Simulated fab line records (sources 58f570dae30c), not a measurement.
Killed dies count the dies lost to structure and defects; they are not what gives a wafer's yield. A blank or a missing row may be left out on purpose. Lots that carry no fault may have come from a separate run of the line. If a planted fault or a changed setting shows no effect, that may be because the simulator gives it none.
Which tool is to blame? || flow berkeley_cmos170 || 42 wafers from 14 lots sampled at 4 of the route's 331 steps

WHAT THE GAUGES SHOWED, per wafer
UCB170_START_BOW_MEAS_00. Usual: INCOMING_BOW gives 0 um (standard deviation 6.2).
{"lot": "L692", "measured": "day 1 10:01", "on": "film_metro-02", "INCOMING_BOW (um)": "0 4 16", "flag": ""}
{"lot": "L693", "measured": "day 1 15:00", "on": "film_metro-02", "INCOMING_BOW (um)": "-3 1 -4", "flag": ""}
{"lot": "L694", "measured": "day 1 20:01", "on": "film_metro-03", "INCOMING_BOW (um)": "-5 7 -1", "flag": ""}
{"lot": "L695", "measured": "day 2 01:01", "on": "film_metro-01", "INCOMING_BOW (um)": "6 -8 -9", "flag": ""}
{"lot": "L696", "measured": "day 2 06:02", "on": "film_metro-01", "INCOMING_BOW (um)": "-4 -6 5", "flag": ""}
{"lot": "L697", "measured": "day 2 11:01", "on": "film_metro-01", "INCOMING_BOW (um)": "5 -2 -6", "flag": ""}
{"lot": "L700", "measured": "day 3 02:05", "on": "film_metro-03", "INCOMING_BOW (um)": "-1 -5 0", "flag": ""}
{"lot": "L702", "measured": "day 3 12:00", "on": "film_metro-01", "INCOMING_BOW (um)": "-11 -4 1", "flag": ""}
{"lot": "L704", "measured": "day 3 22:02", "on": "film_metro-01", "INCOMING_BOW (um)": "4 -1 -5", "flag": ""}
{"lot": "L707", "measured": "day 4 13:00", "on": "film_metro-02", "INCOMING_BOW (um)": "-2 -3 -2", "flag": ""}
{"lot": "L709", "measured": "day 4 23:00", "on": "film_metro-01", "INCOMING_BOW (um)": "-4 8 -4", "flag": ""}
{"lot": "L712", "measured": "day 5 14:01", "on": "film_metro-01", "INCOMING_BOW (um)": "-12 -11 11", "flag": ""}
{"lot": "L713", "measured": "day 5 19:00", "on": "film_metro-03", "INCOMING_BOW (um)": "0 -1 -2", "flag": ""}
{"lot": "L714", "measured": "day 6 00:01", "on": "film_metro-03", "INCOMING_BOW (um)": "-5 8 -6", "flag": ""}

UCB170_GATE_OVL_MEAS_13. Usual: GATE_OVL gives 3 nm (standard deviation 5.9).
{"lot": "L692", "measured": "day 6 16:32", "on": "overlay-01", "GATE_OVL (nm)": "4 -3 6", "flag": ""}
{"lot": "L693", "measured": "day 6 16:50", "on": "overlay-02", "GATE_OVL (nm)": "-5 -2 -7", "flag": ""}
{"lot": "L694", "measured": "day 6 22:40", "on": "overlay-01", "GATE_OVL (nm)": "6 -2 6", "flag": ""}
{"lot": "L695", "measured": "day 6 22:25", "on": "overlay-02", "GATE_OVL (nm)": "2 1 0", "flag": ""}
{"lot": "L696", "measured": "day 7 10:23", "on": "overlay-02", "GATE_OVL (nm)": "-3 2 5", "flag": ""}
{"lot": "L697", "measured": "day 7 10:30", "on": "overlay-01", "GATE_OVL (nm)": "-8 4 -3", "flag": ""}
{"lot": "L700", "measured": "day 8 03:29", "on": "overlay-01", "GATE_OVL (nm)": "-3 -1 -5", "flag": ""}
{"lot": "L702", "measured": "day 8 12:59", "on": "overlay-02", "GATE_OVL (nm)": "2 -10 -2", "flag": ""}
{"lot": "L704", "measured": "day 9 01:20", "on": "overlay-02", "GATE_OVL (nm)": "-4 2 -7", "flag": ""}
{"lot": "L707", "measured": "day 9 18:32", "on": "overlay-01", "GATE_OVL (nm)": "5 9 12", "flag": ""}
{"lot": "L709", "measured": "day 10 08:59", "on": "overlay-02", "GATE_OVL (nm)": "-2 8 0", "flag": ""}
{"lot": "L712", "measured": "day 10 21:04", "on": "overlay-01", "GATE_OVL (nm)": "7 13 8", "flag": ""}
{"lot": "L713", "measured": "day 10 21:10", "on": "overlay-02", "GATE_OVL (nm)": "2 -1 -10", "flag": ""}
{"lot": "L714", "measured": "day 10 20:54", "on": "overlay-01", "GATE_OVL (nm)": "10 0 9", "flag": ""}

UCB170_PLDD_OVL_MEAS_07. Usual: PLDD_OVL gives 0 nm (standard deviation 5.5).
{"lot": "L692", "measured": "day 6 18:02", "on": "overlay-02", "PLDD_OVL (nm)": "3 5 1", "flag": ""}
{"lot": "L693", "measured": "day 6 18:25", "on": "overlay-02", "PLDD_OVL (nm)": "2 0 -4", "flag": ""}
{"lot": "L694", "measured": "day 7 00:52", "on": "overlay-01", "PLDD_OVL (nm)": "-1 7 3", "flag": ""}
{"lot": "L695", "measured": "day 7 00:07", "on": "overlay-01", "PLDD_OVL (nm)": "2 8 -2", "flag": ""}
{"lot": "L696", "measured": "day 7 12:44", "on": "overlay-01", "PLDD_OVL (nm)": "-4 -4 -4", "flag": ""}
{"lot": "L697", "measured": "day 7 12:58", "on": "overlay-02", "PLDD_OVL (nm)": "-2 -4 0", "flag": ""}
{"lot": "L700", "measured": "day 8 06:04", "on": "overlay-01", "PLDD_OVL (nm)": "1 0 -1", "flag": ""}
{"lot": "L702", "measured": "day 8 14:36", "on": "overlay-02", "PLDD_OVL (nm)": "-2 -3 3", "flag": ""}
{"lot": "L704", "measured": "day 9 04:25", "on": "overlay-02", "PLDD_OVL (nm)": "-2 -7 -13", "flag": ""}
{"lot": "L707", "measured": "day 9 21:05", "on": "overlay-01", "PLDD_OVL (nm)": "11 12 13", "flag": ""}
{"lot": "L709", "measured": "day 10 11:34", "on": "overlay-01", "PLDD_OVL (nm)": "-2 4 7", "flag": ""}
{"lot": "L712", "measured": "day 10 23:08", "on": "overlay-01", "PLDD_OVL (nm)": "-4 -2 2", "flag": ""}
{"lot": "L713", "measured": "day 10 23:14", "on": "overlay-02", "PLDD_OVL (nm)": "-2 -7 -6", "flag": ""}
{"lot": "L714", "measured": "day 10 23:07", "on": "overlay-02", "PLDD_OVL (nm)": "2 -1 2", "flag": ""}

TOOL THAT RAN EACH LOT (tool first, then ch and the chambers of the sampled wafers, then the start)
{"lot": "L692", "UCB170_PFIELD_IMPLANT_07": "implanter-02 ch 0, day 4 18:24"}
{"lot": "L693", "UCB170_PFIELD_IMPLANT_07": "implanter-03 ch 0, day 4 18:51"}
{"lot": "L694", "UCB170_PFIELD_IMPLANT_07": "implanter-04 ch 0, day 5 00:46"}
{"lot": "L695", "UCB170_PFIELD_IMPLANT_07": "implanter-02 ch 0, day 5 00:58"}
{"lot": "L696", "UCB170_PFIELD_IMPLANT_07": "implanter-04 ch 0, day 5 13:01"}
{"lot": "L697", "UCB170_PFIELD_IMPLANT_07": "implanter-02 ch 0, day 5 12:43"}
{"lot": "L700", "UCB170_PFIELD_IMPLANT_07": "implanter-02 ch 0, day 6 05:26"}
{"lot": "L702", "UCB170_PFIELD_IMPLANT_07": "implanter-02 ch 0, day 6 12:52"}
{"lot": "L704", "UCB170_PFIELD_IMPLANT_07": "implanter-04 ch 0, day 7 00:56"}
{"lot": "L707", "UCB170_PFIELD_IMPLANT_07": "implanter-03 ch 0, day 7 13:39"}
{"lot": "L709", "UCB170_PFIELD_IMPLANT_07": "implanter-03 ch 0, day 8 10:55"}
{"lot": "L712", "UCB170_PFIELD_IMPLANT_07": "implanter-03 ch 0, day 9 01:22"}
{"lot": "L713", "UCB170_PFIELD_IMPLANT_07": "implanter-04 ch 0, day 9 01:58"}
{"lot": "L714", "UCB170_PFIELD_IMPLANT_07": "implanter-04 ch 0, day 9 01:06"}
- UCB170_PFIELD_IMPLANT_07

WHAT THE TOOLS THEMSELVES READ (means of the sampled wafers that have a number; where no wafer has one, the mark that the record gives instead)
UCB170_PFIELD_IMPLANT_07. Usual: beam_energy_keV 80.001, standard deviation 0.023.
{"lot": "L692", "tool": "implanter-02", "beam_energy_keV": 80.017, "flag": ""}
{"lot": "L693", "tool": "implanter-03", "beam_energy_keV": 79.999, "flag": ""}
{"lot": "L694", "tool": "implanter-04", "beam_energy_keV": 80.023, "flag": ""}
{"lot": "L695", "tool": "implanter-02", "beam_energy_keV": 79.989, "flag": ""}
{"lot": "L696", "tool": "implanter-04", "beam_energy_keV": 80.006, "flag": ""}
{"lot": "L697", "tool": "implanter-02", "beam_energy_keV": 79.967, "flag": ""}
{"lot": "L700", "tool": "implanter-02", "beam_energy_keV": 84.935, "flag": "OFF"}
{"lot": "L702", "tool": "implanter-02", "beam_energy_keV": 84.955, "flag": "OFF"}
{"lot": "L704", "tool": "implanter-04", "beam_energy_keV": 80.010, "flag": ""}
{"lot": "L707", "tool": "implanter-03", "beam_energy_keV": 79.986, "flag": ""}
{"lot": "L709", "tool": "implanter-03", "beam_energy_keV": 80.002, "flag": ""}
{"lot": "L712", "tool": "implanter-03", "beam_energy_keV": 79.962, "flag": ""}
{"lot": "L713", "tool": "implanter-04", "beam_energy_keV": 80.037, "flag": ""}
{"lot": "L714", "tool": "implanter-04", "beam_energy_keV": 80.004, "flag": ""}

THE ANSWER, worked out from the rows above alone
Rule: a lot is off if the mean of its wafers that have a number lies more than 3 standard deviations from the usual mean. Also off: a lot with no number at a reading for which 4 or more lots have one. Any other lot the step has rows for is counted as sound. After the gauges, taken in route order, come the tools' own readings; for these a lot's mean is taken, as printed above. The first step at which some lot is off is used, and at that step the reading that is off furthest; a lot without a number counts as furthest.
Off: L700, L702, at UCB170_PFIELD_IMPLANT_07 (beam_energy_keV).
A tool fits if, at that step or a process step before it, it ran every lot that is off, and no sound lot after the first of them. One fits: UCB170_PFIELD_IMPLANT_07 on implanter-02. Its last sound lot is L697 (day 5 12:43), its first lot that is off L700 (day 6 05:26): a fault that began between those two fits.
The tool's own readings at UCB170_PFIELD_IMPLANT_07 bear it out: on the lots that are off they differ by more than 5 times the standard deviation of the sound lots' means. beam_energy_keV reads 84.945 there against 80.000 on the sound lots.

WHAT THE SIMULATOR HAD INSERTED
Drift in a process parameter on implanter-02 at UCB170_PFIELD_IMPLANT_07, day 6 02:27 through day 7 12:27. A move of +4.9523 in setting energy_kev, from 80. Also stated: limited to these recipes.
Struck lots among those shown: L700, L702. The rule above reached the same finding.
